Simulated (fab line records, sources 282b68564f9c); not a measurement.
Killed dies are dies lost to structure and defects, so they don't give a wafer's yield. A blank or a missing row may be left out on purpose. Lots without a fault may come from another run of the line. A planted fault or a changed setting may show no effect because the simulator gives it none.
Which tool did it? | flow rit_cmos | 14 lots, 42 wafers sampled, at 2 steps of a route of 202

WHAT THE GAUGES READ, wafer by wafer
The record holds no reading of a measuring or inspecting step that can be judged against a usual standard deviation.

WHICH TOOL RAN EACH LOT (tool, then ch and the chambers of the sampled wafers, then the start)
lot  | RIT_CONTACT_CLEAN_14           | RIT_M1_PROBE_99
L503 | wet_bench-04 ch 1, day 3 10:47 | prober-02, day 3 15:23
L505 | wet_bench-03 ch 3, day 3 20:02 | prober-02, day 4 00:17
L507 | wet_bench-02 ch 1, day 4 06:39 | prober-02, day 4 10:58
L509 | wet_bench-04 ch 2, day 4 15:29 | prober-02, day 4 19:53
L510 | wet_bench-02 ch 3, day 4 20:37 | prober-01, day 5 01:01
L513 | wet_bench-04 ch 1, day 5 12:06 | prober-02, day 5 16:33
L515 | wet_bench-02 ch 0, day 5 21:28 | prober-02, day 6 01:50
L516 | wet_bench-04 ch 3, day 5 23:58 | prober-01, day 6 04:40
L517 | wet_bench-04 ch 0, day 6 07:01 | prober-02, day 6 11:28
L518 | wet_bench-03 ch 0, day 6 12:10 | prober-01, day 6 16:32
L519 | wet_bench-03 ch 0, day 6 14:36 | prober-02, day 6 18:49
L521 | wet_bench-02 ch 0, day 7 03:11 | prober-02, day 7 07:34
L525 | wet_bench-04 ch 2, day 7 23:29 | prober-02, day 8 03:52
L526 | wet_bench-04 ch 2, day 8 01:04 | prober-01, day 8 05:19
- RIT_CONTACT_CLEAN_14: cleans in SC2, time 600 s.
- RIT_M1_PROBE_99

WHAT THE TOOLS THEMSELVES READ (means of the sampled wafers that have a number; where no wafer has one, the mark that the record gives instead)
RIT_M1_PROBE_99.
lot  | tool      | killed_at_M0_to_M3 | killed_at_contacts | killed_at_front_end | killed_dies | killed_open | killed_short
L503 | prober-02 | 0.0                | 0.0                | 8.0                 | 8.0         | 4.0         | 4.0
L505 | prober-02 | 0.0                | 0.3                | 6.3                 | 6.7         | 4.3         | 2.3
L507 | prober-02 | 0.0                | 0.0                | 9.0                 | 9.0         | 4.7         | 4.3
L509 | prober-02 | 0.3                | 0.0                | 7.7                 | 8.0         | 3.0         | 4.7
L510 | prober-01 | 0.0                | 0.0                | 7.7                 | 7.7         | 4.0         | 3.7
L513 | prober-02 | 0.0                | 0.0                | 4.0                 | 4.0         | 2.3         | 1.7
L515 | prober-02 | 0.0                | 0.0                | 6.0                 | 6.0         | 3.0         | 3.0
L516 | prober-01 | 0.0                | 0.0                | 6.0                 | 6.0         | 3.7         | 2.3
L517 | prober-02 | 0.0                | 0.0                | 8.0                 | 8.0         | 3.0         | 4.7
L518 | prober-01 | 0.0                | 0.0                | 6.0                 | 6.0         | 1.7         | 4.3
L519 | prober-02 | 0.0                | 0.0                | 10.3                | 10.3        | 4.0         | 6.3
L521 | prober-02 | 0.0                | 0.0                | 8.0                 | 8.0         | 3.3         | 4.7
L525 | prober-02 | 0.0                | 32.0               | 4.3                 | 36.3        | 2.3         | 2.0
L526 | prober-01 | 0.0                | 35.0               | 7.3                 | 42.3        | 3.7         | 3.7

THE ANSWER, worked out from the rows above alone
Rule: what is usual is taken from the lots themselves. Put in order of their means at a reading, lots are off if they are a third of the lots or fewer, leave a main group of 4 or more, and stand apart from it by a gap of 3 or more times the standard deviation of the main group's means; of several such gaps the widest counts. A main group whose means are all the same, to the digits that the tables above print for the reading, isn't used. A lot without any number at a reading at which 4 lots or more have one is off too. The other lots that the step has rows for count as sound. The gauges are gone through in route order, then the tools' own readings, and for those a lot's mean is taken as printed above. The first step at which some lot is off is used, and at that step the reading that is off furthest; a lot without a number counts as furthest.
Off: L525, L526, at RIT_M1_PROBE_99 (killed_at_contacts). The main group: mean 0.0, standard deviation 0.083.
A tool fits if, at that step or a process step before it, it ran every lot that is off, and no sound lot after the first of them. One fits: wet_bench-04 at RIT_CONTACT_CLEAN_14. Its last sound lot is L517 (day 6 07:01), its first lot that is off L525 (day 7 23:29): a fault that began between those two fits.

WHAT THE SIMULATOR HAD PUT IN
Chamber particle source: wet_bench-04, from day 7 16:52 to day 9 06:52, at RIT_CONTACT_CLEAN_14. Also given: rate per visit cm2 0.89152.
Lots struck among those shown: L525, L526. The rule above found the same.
